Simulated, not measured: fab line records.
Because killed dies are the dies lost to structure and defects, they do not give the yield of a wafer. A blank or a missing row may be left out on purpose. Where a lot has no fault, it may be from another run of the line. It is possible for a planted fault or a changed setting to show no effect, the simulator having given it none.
Struck lot and sound lot, side by side -- flow rit cmos -- 43 steps out of a route of 202
Sound: the wafers L847.1, L847.5, L847.6. The struck wafers were L854.1, L854.2, L854.5. Last of all comes the cause.
Order at every step that has rows: each side's tool, ch and its chambers, its first start. Under that, the readings that differ: sound wafers -- struck wafers -- difference of the means -- sigmas: that difference in standard deviations of wafers without a fault.
alike: same words and numbers on both sides, and readings whose means sit less than 2 such deviations apart. not compared: any withheld reading, any reading some wafer has no value for, any bound like >300 that may hide the same value, and any number with overlapping values for which the record gives no deviation.
Wherever a step has rows on one side only, a row that says differs or no value, or a row with sigmas, the two part there. Numbers that have no deviation but don't overlap get no sigmas and don't part them. A reading missing from all wafers of one side parts the sides only when that side holds two or more wafers.

RIT_NLDD_TW_MEAS_10:
  sound on film metro-04 at day 2 23:42; struck on film metro-01 at day 4 10:41
reading,sound,struck,difference,sigmas
NLDD_TW,2526 2508 2515,2470 2476 2483,-40,-2
then, 6 steps without rows for these wafers: RIT_PLDD_HMDS_00 (prime time 60 s); RIT_PLDD_COAT_01 (resist thk 1000 nm); RIT_PLDD_SOFTBAKE_02 (time 60 s); RIT_PLDD_EXPOSE_03 (exposes mask M8, target cd 40900 nm); RIT_PLDD_PEB_04; RIT_PLDD_DEVELOP_05 (develop time 50 s).
RIT_PLDD_OVL_MEAS_06:
  sound on overlay-01 at day 3 00:40; struck on overlay-01 at day 4 11:36
  alike: PLDD_OVL
then, 2 steps without rows for these wafers: RIT_PLDD_HARDBAKE_07 (time 60 s); RIT_PLDD_IMPLANT_08.
RIT_PLDD_STRIP_09: strips in O2, time 180 s.
  sound on plasma asher-01 ch 0,1, day 3 01:01; struck on plasma asher-03 ch 0,1, day 4 11:56
  alike: drypump motor current A
  not compared: rf hours counter h
RIT_PLDD_TW_MEAS_10:
  sound on film metro-04 at day 3 01:11; struck on film metro-03 at day 4 12:07
  alike: PLDD_TW
RIT_SPACER_CLEAN_00: cleans in SC1, time 600 s.
  sound on wet bench-03 ch 0, day 3 01:14; struck on wet bench-03 ch 3, day 4 12:10
then, 3 steps without rows for these wafers: RIT_SPACER_CLEAN_01 (cleans in dHF, time 30 s); RIT_SPACER_CLEAN_02 (cleans in SC2, time 600 s); RIT_SPACER_CVD_03 (deposits Si3N4 from SiH2Cl2/NH3, target thk 250 nm, time 3300 s).
RIT_SPACER_THK_MEAS_04:
  sound on film metro-04 at day 3 03:34; struck on film metro-04 at day 4 14:27
  alike: SPACER_NITRIDE_THK
RIT_SPACER_ETCHBACK_05: etches Si3N4 in SF6/CHF3, stops on SiO2, target depth 250 nm, time 240 s.
  sound on rie diel-01 ch 0,1,3, day 3 03:37; struck on rie diel-02 ch 0,1, day 4 14:31
reading,sound,struck,difference,sigmas
oes product au (a.u.),0.846 0.835 0.874,0.812 0.825 0.808,-0.037,-2
  alike: drypump motor current A, throttle valve pct
  not compared: rf hours counter h
then, 6 steps without rows for these wafers: RIT_NSD_HMDS_00 (prime time 60 s); RIT_NSD_COAT_01 (resist thk 1000 nm); RIT_NSD_SOFTBAKE_02 (time 60 s); RIT_NSD_EXPOSE_03 (exposes mask M9, target cd 40700 nm); RIT_NSD_PEB_04; RIT_NSD_DEVELOP_05 (develop time 50 s).
RIT_NSD_OVL_MEAS_06:
  sound on overlay-01 at day 3 04:44; struck on overlay-01 at day 4 15:36
  alike: NSD_OVL
then, 2 steps without rows for these wafers: RIT_NSD_HARDBAKE_07 (time 60 s); RIT_NSD_IMPLANT_08.
RIT_NSD_STRIP_09: strips in O2, time 180 s.
  sound on plasma asher-03 ch 0,1, day 3 05:05; struck on plasma asher-02 ch 0,1, day 4 15:56
  alike: drypump motor current A
  not compared: rf hours counter h
RIT_NSD_TW_MEAS_10:
  sound on film metro-04 at day 3 05:15; struck on film metro-01 at day 4 16:07
reading,sound,struck,difference,sigmas
NSD_TW,3142 3150 3172,3111 3109 3100,-48,-2
then, 6 steps without rows for these wafers: RIT_PSD_HMDS_00 (prime time 60 s); RIT_PSD_COAT_01 (resist thk 1000 nm); RIT_PSD_SOFTBAKE_02 (time 60 s); RIT_PSD_EXPOSE_03 (exposes mask M10, target cd 40900 nm); RIT_PSD_PEB_04; RIT_PSD_DEVELOP_05 (develop time 50 s).
RIT_PSD_OVL_MEAS_06:
  sound on overlay-01 at day 3 06:10; struck on overlay-01 at day 4 17:08
  alike: PSD_OVL
then, 2 steps without rows for these wafers: RIT_PSD_HARDBAKE_07 (time 60 s); RIT_PSD_IMPLANT_08.
RIT_PSD_STRIP_09: strips in O2, time 180 s.
  sound on plasma asher-02 ch 0,1, day 3 06:30; struck on plasma asher-03 ch 0,1, day 4 17:29
  alike: drypump motor current A
  not compared: rf hours counter h
RIT_PSD_TW_MEAS_10:
  sound on film metro-01 at day 3 06:40; struck on film metro-01 at day 4 17:40
  alike: PSD_TW
then, 2 steps without rows for these wafers: RIT_SDANNEAL_CLEAN_00 (cleans in SC1, time 600 s); RIT_SDANNEAL_CLEAN_01 (cleans in dHF, time 30 s).
RIT_M1_PROBE_99:
  sound on prober-02 at day 3 14:32; struck on prober-01 at day 5 03:26
reading,sound,struck,difference,sigmas
killed at contacts,0 0 0,0 0 1,+0,+2
killed at front end,11 3 7,42 41 38,+33,+11
killed dies,11 3 7,42 41 39,+34,+11
  alike: killed open, killed short

## WHERE THEY PART
Last at RIT_M1_PROBE_99 as far as this record goes, first at RIT_NLDD_TW_MEAS_10.

WHY: the cause the simulator had injected
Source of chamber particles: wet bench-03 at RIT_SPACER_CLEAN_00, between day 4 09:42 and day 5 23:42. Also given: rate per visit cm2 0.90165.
